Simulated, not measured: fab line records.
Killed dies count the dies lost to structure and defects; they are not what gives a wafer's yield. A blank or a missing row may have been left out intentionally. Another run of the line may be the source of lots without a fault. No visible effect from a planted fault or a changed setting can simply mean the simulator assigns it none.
Split-lot trial / flow rit-cmos / 27 wafers read from 5 lots, route of 202 steps

== THE SPLIT ITSELF ==
At RIT_M1_SPUTTER_00 (material Al, target thk 400 nm, time 500 s), the setting time-s was moved away from the recipe's 500 s on 9 of the 27 wafers read, by -42.9% to +20.9%. All remaining wafers had this setting at the recipe value.

== FROM THE SPLIT TO THE READING: what the file shows between them, 5 steps ==
- RIT_M1_RS_MEAS_01: measures by four-point-probe
- RIT_M1_THK_MEAS_02: measures by xrf
- RIT_M1_HMDS_03: prime time 60 s
- RIT_M1_COAT_04: resist thk 1300 nm
- RIT_M1_HARDBAKE_11: time 120 s

== THE READING ==
oes-product-au, in a.u., at RIT_M1_METAL_ETCH_12 (etches Al in Cl2/BCl3, stops on SiO2, time 165 s, target depth 600 nm). On this fab line, fault-free wafers typically give 0.784 a.u. with a standard deviation of 0.0069 a.u.

wafer=L081.1; tool, chamber at the split=pvd-sputter-02, -; time-s as run, s=604.6; against the recipe=+20.9%; oes-product-au, a.u.=0.876; against lot-mates on the recipe=+0.095
wafer=L081.2; tool, chamber at the split=pvd-sputter-02, -; time-s as run, s=500; against the recipe=recipe; oes-product-au, a.u.=0.784; against lot-mates on the recipe=-
wafer=L081.3; tool, chamber at the split=pvd-sputter-02, -; time-s as run, s=500; against the recipe=recipe; oes-product-au, a.u.=0.786; against lot-mates on the recipe=-
wafer=L081.4; tool, chamber at the split=pvd-sputter-02, -; time-s as run, s=604.6; against the recipe=+20.9%; oes-product-au, a.u.=0.870; against lot-mates on the recipe=+0.089
wafer=L081.5; tool, chamber at the split=pvd-sputter-02, -; time-s as run, s=604.6; against the recipe=+20.9%; oes-product-au, a.u.=0.873; against lot-mates on the recipe=+0.092
wafer=L081.6; tool, chamber at the split=pvd-sputter-02, -; time-s as run, s=500; against the recipe=recipe; oes-product-au, a.u.=0.772; against lot-mates on the recipe=-
wafer=L082.1; tool, chamber at the split=pvd-sputter-02, -; time-s as run, s=500; against the recipe=recipe; oes-product-au, a.u.=0.789; against lot-mates on the recipe=-
wafer=L082.2; tool, chamber at the split=pvd-sputter-02, -; time-s as run, s=500; against the recipe=recipe; oes-product-au, a.u.=0.804; against lot-mates on the recipe=-
wafer=L082.5; tool, chamber at the split=pvd-sputter-02, -; time-s as run, s=500; against the recipe=recipe; oes-product-au, a.u.=0.795; against lot-mates on the recipe=-
wafer=L083.1; tool, chamber at the split=pvd-sputter-03, -; time-s as run, s=500; against the recipe=recipe; oes-product-au, a.u.=0.782; against lot-mates on the recipe=-
wafer=L083.2; tool, chamber at the split=pvd-sputter-03, -; time-s as run, s=500; against the recipe=recipe; oes-product-au, a.u.=0.789; against lot-mates on the recipe=-
wafer=L083.3; tool, chamber at the split=pvd-sputter-03, -; time-s as run, s=285.3; against the recipe=-42.9%; oes-product-au, a.u.=0.594; against lot-mates on the recipe=-0.190
wafer=L083.4; tool, chamber at the split=pvd-sputter-03, -; time-s as run, s=500; against the recipe=recipe; oes-product-au, a.u.=0.782; against lot-mates on the recipe=-
wafer=L083.5; tool, chamber at the split=pvd-sputter-03, -; time-s as run, s=285.3; against the recipe=-42.9%; oes-product-au, a.u.=0.589; against lot-mates on the recipe=-0.195
wafer=L083.6; tool, chamber at the split=pvd-sputter-03, -; time-s as run, s=285.3; against the recipe=-42.9%; oes-product-au, a.u.=0.602; against lot-mates on the recipe=-0.182
wafer=L084.1; tool, chamber at the split=pvd-sputter-01, -; time-s as run, s=500; against the recipe=recipe; oes-product-au, a.u.=0.774; against lot-mates on the recipe=-
wafer=L084.2; tool, chamber at the split=pvd-sputter-01, -; time-s as run, s=500; against the recipe=recipe; oes-product-au, a.u.=0.779; against lot-mates on the recipe=-
wafer=L084.3; tool, chamber at the split=pvd-sputter-01, -; time-s as run, s=500; against the recipe=recipe; oes-product-au, a.u.=0.781; against lot-mates on the recipe=-
wafer=L084.4; tool, chamber at the split=pvd-sputter-01, -; time-s as run, s=500; against the recipe=recipe; oes-product-au, a.u.=0.784; against lot-mates on the recipe=-
wafer=L084.5; tool, chamber at the split=pvd-sputter-01, -; time-s as run, s=500; against the recipe=recipe; oes-product-au, a.u.=0.785; against lot-mates on the recipe=-
wafer=L084.6; tool, chamber at the split=pvd-sputter-01, -; time-s as run, s=500; against the recipe=recipe; oes-product-au, a.u.=0.772; against lot-mates on the recipe=-
wafer=L085.1; tool, chamber at the split=pvd-sputter-02, -; time-s as run, s=365.4; against the recipe=-26.9%; oes-product-au, a.u.=0.663; against lot-mates on the recipe=-0.125
wafer=L085.2; tool, chamber at the split=pvd-sputter-02, -; time-s as run, s=500; against the recipe=recipe; oes-product-au, a.u.=0.788; against lot-mates on the recipe=-
wafer=L085.3; tool, chamber at the split=pvd-sputter-02, -; time-s as run, s=365.4; against the recipe=-26.9%; oes-product-au, a.u.=0.667; against lot-mates on the recipe=-0.121
wafer=L085.4; tool, chamber at the split=pvd-sputter-02, -; time-s as run, s=365.4; against the recipe=-26.9%; oes-product-au, a.u.=0.658; against lot-mates on the recipe=-0.130
wafer=L085.5; tool, chamber at the split=pvd-sputter-02, -; time-s as run, s=500; against the recipe=recipe; oes-product-au, a.u.=0.787; against lot-mates on the recipe=-
wafer=L085.6; tool, chamber at the split=pvd-sputter-02, -; time-s as run, s=500; against the recipe=recipe; oes-product-au, a.u.=0.790; against lot-mates on the recipe=-

THE FIT
A straight line over all 27 wafers: oes-product-au changes by +0.0044 a.u. for each +1% of time-s; r = +1.00; the points scatter about the line by 0.0071 a.u.
The same after taking each lot's own level away (the mean of its wafers on the recipe; 27 wafers): +0.00446 a.u. for each +1%; r = +1.00; scatter 0.0051 a.u.
On that fit, the largest move of time-s shifts the reading by 0.19 a.u.
Across the lots, their own levels run from 0.7792 to 0.7960 a.u., a range of 2.4 times the standard deviation given above.
So the lot-to-lot level changes the slope little: the two slopes agree.
Check: with one of the wafers moved furthest among these (-42.9%) left out of the fit, the line predicts -0.193 a.u. for it against its lot-mates. It came out at -0.19 a.u. against them.

== OTHER SPLITS APPLIED TO THESE WAFERS ==
Note: prior to the reading, these wafers also went through further splits. Each is held against what the fit with the lots' levels taken away leaves over:
other split on the same wafers=RIT_ACTIVE_CVD_03 time-s; wafers away from the commonest value=18; r with oes-product-au (lot level and that fit taken away)=-0.12
other split on the same wafers=RIT_SILICIDE_SPUTTER_01 time-s; wafers away from the commonest value=9; r with oes-product-au (lot level and that fit taken away)=+0.01

== THE WHOLE CHAIN: every reading that the file lists as answering this split, in the file's order ==
step=RIT_M1_SPUTTER_00; what it does=material Al, target thk 400 nm, time 500 s; reading=Al_of_M1_SPUTTER_00.thk-nm (the simulator's own value, which no gauge read); change (the file's fit)=+3.97 nm for each +1% of the setting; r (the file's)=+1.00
step=RIT_M1_RS_MEAS_01; what it does=measures by four-point-probe; reading=M1_AL_RS; change (the file's fit)=-0.00116 for each +1% of the setting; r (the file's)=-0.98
step=RIT_M1_THK_MEAS_02; what it does=measures by xrf; reading=M1_AL_THK; change (the file's fit)=+3.96 for each +1% of the setting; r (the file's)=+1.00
step=RIT_M1_METAL_ETCH_12; what it does=etches Al in Cl2/BCl3, stops on SiO2, time 165 s, target depth 600 nm; reading=oes-product-au; change (the file's fit)=+0.00447 a.u. for each +1% of the setting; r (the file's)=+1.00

== FILE'S OWN FIT ==
oes-product-au changes by +0.00447 a.u. for each +1% of time-s, r = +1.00.
